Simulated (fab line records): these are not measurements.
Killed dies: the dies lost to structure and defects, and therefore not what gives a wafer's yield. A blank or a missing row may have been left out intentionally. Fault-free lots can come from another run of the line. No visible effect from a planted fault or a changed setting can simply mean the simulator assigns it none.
Shared-tool check / flow berkeley_cmos170 / Sampled: 14 lots, 42 wafers

## WHY IT WAS OPENED
On 2 of the 14 lots, a flag is raised at UCB170_ACTIVE_CD_MEAS_13 on the reading cd_nm. Fault-free wafers read 1199.4 nm, with a standard deviation of 1.4.
Rule: a lot gets a flag if all its wafers with a number sit over 4 standard deviations from that mean, or if no wafer of it has a number. All remaining lots are regarded as sound.

lot=L928; measured=day 4 03:41; on=cd_sem-01; cd_nm (nm), wafer by wafer=1198.1 1197.7 1198.9; flag=
lot=L927; measured=day 4 03:52; on=cd_sem-02; cd_nm (nm), wafer by wafer=1199.2 1198.0 1199.2; flag=
lot=L929; measured=day 4 19:15; on=cd_sem-02; cd_nm (nm), wafer by wafer=1199.0 1197.2 1198.0; flag=
lot=L930; measured=day 5 00:49; on=cd_sem-01; cd_nm (nm), wafer by wafer=1198.9 1199.4 1198.8; flag=
lot=L932; measured=day 5 11:04; on=cd_sem-02; cd_nm (nm), wafer by wafer=1200.2 1201.9 1201.2; flag=
lot=L931; measured=day 5 11:07; on=cd_sem-01; cd_nm (nm), wafer by wafer=1199.9 1200.3 1200.5; flag=
lot=L934; measured=day 5 19:20; on=cd_sem-01; cd_nm (nm), wafer by wafer=1199.0 1198.3 1197.7; flag=
lot=L933; measured=day 5 19:37; on=cd_sem-01; cd_nm (nm), wafer by wafer=1199.1 1200.4 1197.6; flag=
lot=L935; measured=day 6 04:09; on=cd_sem-02; cd_nm (nm), wafer by wafer=1198.6 1198.1 1198.2; flag=
lot=L936; measured=day 6 04:25; on=cd_sem-02; cd_nm (nm), wafer by wafer=1198.2 1199.8 1199.0; flag=
lot=L937; measured=day 6 10:02; on=cd_sem-01; cd_nm (nm), wafer by wafer=1201.2 1201.5 1200.7; flag=
lot=L945; measured=day 7 18:04; on=cd_sem-02; cd_nm (nm), wafer by wafer=1183.6 1183.4 1181.8; flag=FLAGGED
lot=L949; measured=day 8 13:49; on=cd_sem-02; cd_nm (nm), wafer by wafer=1182.0 1181.6 1180.9; flag=FLAGGED
lot=L950; measured=day 8 22:39; on=cd_sem-02; cd_nm (nm), wafer by wafer=1198.9 1198.9 1199.1; flag=
The numbers of the flagged lots are 1182.2 nm on average: -17.2 nm against the usual, or -12 standard deviations.

## LOT BY LOT: THE TOOL USED
The record holds 1 process step before the reading, out of a route of 331 steps. Every cell lists first the tool, next ch and the chambers used by the sampled wafers, and last the start.
lot=L928; flag=; UCB170_ACTIVE_SOFTBAKE_09=litho_track-02 ch 0, day 4 02:49
lot=L927; flag=; UCB170_ACTIVE_SOFTBAKE_09=litho_track-01 ch 0, day 4 02:50
lot=L929; flag=; UCB170_ACTIVE_SOFTBAKE_09=litho_track-02 ch 0, day 4 18:35
lot=L930; flag=; UCB170_ACTIVE_SOFTBAKE_09=litho_track-02 ch 0, day 5 00:01
lot=L932; flag=; UCB170_ACTIVE_SOFTBAKE_09=litho_track-02 ch 0, day 5 10:21
lot=L931; flag=; UCB170_ACTIVE_SOFTBAKE_09=litho_track-03 ch 0, day 5 10:19
lot=L934; flag=; UCB170_ACTIVE_SOFTBAKE_09=litho_track-02 ch 0, day 5 18:06
lot=L933; flag=; UCB170_ACTIVE_SOFTBAKE_09=litho_track-01 ch 0, day 5 18:19
lot=L935; flag=; UCB170_ACTIVE_SOFTBAKE_09=litho_track-03 ch 0, day 6 03:37
lot=L936; flag=; UCB170_ACTIVE_SOFTBAKE_09=litho_track-02 ch 0, day 6 03:35
lot=L937; flag=; UCB170_ACTIVE_SOFTBAKE_09=litho_track-03 ch 0, day 6 09:17
lot=L945; flag=FLAGGED; UCB170_ACTIVE_SOFTBAKE_09=litho_track-01 ch 0, day 7 17:14
lot=L949; flag=FLAGGED; UCB170_ACTIVE_SOFTBAKE_09=litho_track-01 ch 0, day 8 12:29
lot=L950; flag=; UCB170_ACTIVE_SOFTBAKE_09=litho_track-02 ch 0, day 8 21:59
What these steps do:
- UCB170_ACTIVE_SOFTBAKE_09: time 60 s.
- UCB170_ACTIVE_CD_MEAS_13: target cd 1200 nm.

## FLAGGED AGAINST TOTAL, ONE TOOL AT A TIME (gauges that did the reading follow at the end)
step=UCB170_ACTIVE_SOFTBAKE_09; tool=litho_track-01; lots run=4; flagged=2; share of the flagged lots=all; sound lots run after its first flagged lot=0
step=UCB170_ACTIVE_SOFTBAKE_09; tool=litho_track-02; lots run=7; flagged=0; share of the flagged lots=none; sound lots run after its first flagged lot=-
step=UCB170_ACTIVE_SOFTBAKE_09; tool=litho_track-03; lots run=3; flagged=0; share of the flagged lots=none; sound lots run after its first flagged lot=-
step=UCB170_ACTIVE_CD_MEAS_13; tool=cd_sem-01; lots run=6; flagged=0; share of the flagged lots=none; sound lots run after its first flagged lot=-
step=UCB170_ACTIVE_CD_MEAS_13; tool=cd_sem-02; lots run=8; flagged=2; share of the flagged lots=all; sound lots run after its first flagged lot=1 (L950)

## THE TABLE: WHAT IT ALLOWS
In 2 table rows, all flagged lots were run: litho_track-01 (UCB170_ACTIVE_SOFTBAKE_09), cd_sem-02 (UCB170_ACTIVE_CD_MEAS_13).
- litho_track-01 at UCB170_ACTIVE_SOFTBAKE_09 ran 4 lots, 2 of them flagged. Last sound lot L933 at day 5 18:19, first flagged lot L945 at day 7 17:14; a fault beginning in between fits. Its own readings (heater_power_total_W, plate_temp_C) fall more than 4 standard deviations out on all wafers of the flagged lots.
- cd_sem-02 at UCB170_ACTIVE_CD_MEAS_13 ran 8 lots, 2 of them flagged. Lots that were sound ran on it after the first flagged one (L950); a persistent fault on the entire tool would not allow that.
One tool is left: litho_track-01 at UCB170_ACTIVE_SOFTBAKE_09.

## WHAT HAD BEEN PUT IN BY THE SIMULATOR
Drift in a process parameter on litho_track-01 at UCB170_ACTIVE_SOFTBAKE_09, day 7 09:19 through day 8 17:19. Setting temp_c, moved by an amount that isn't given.
Shown lots that were struck: L945, L949. Same finding as the rule above.
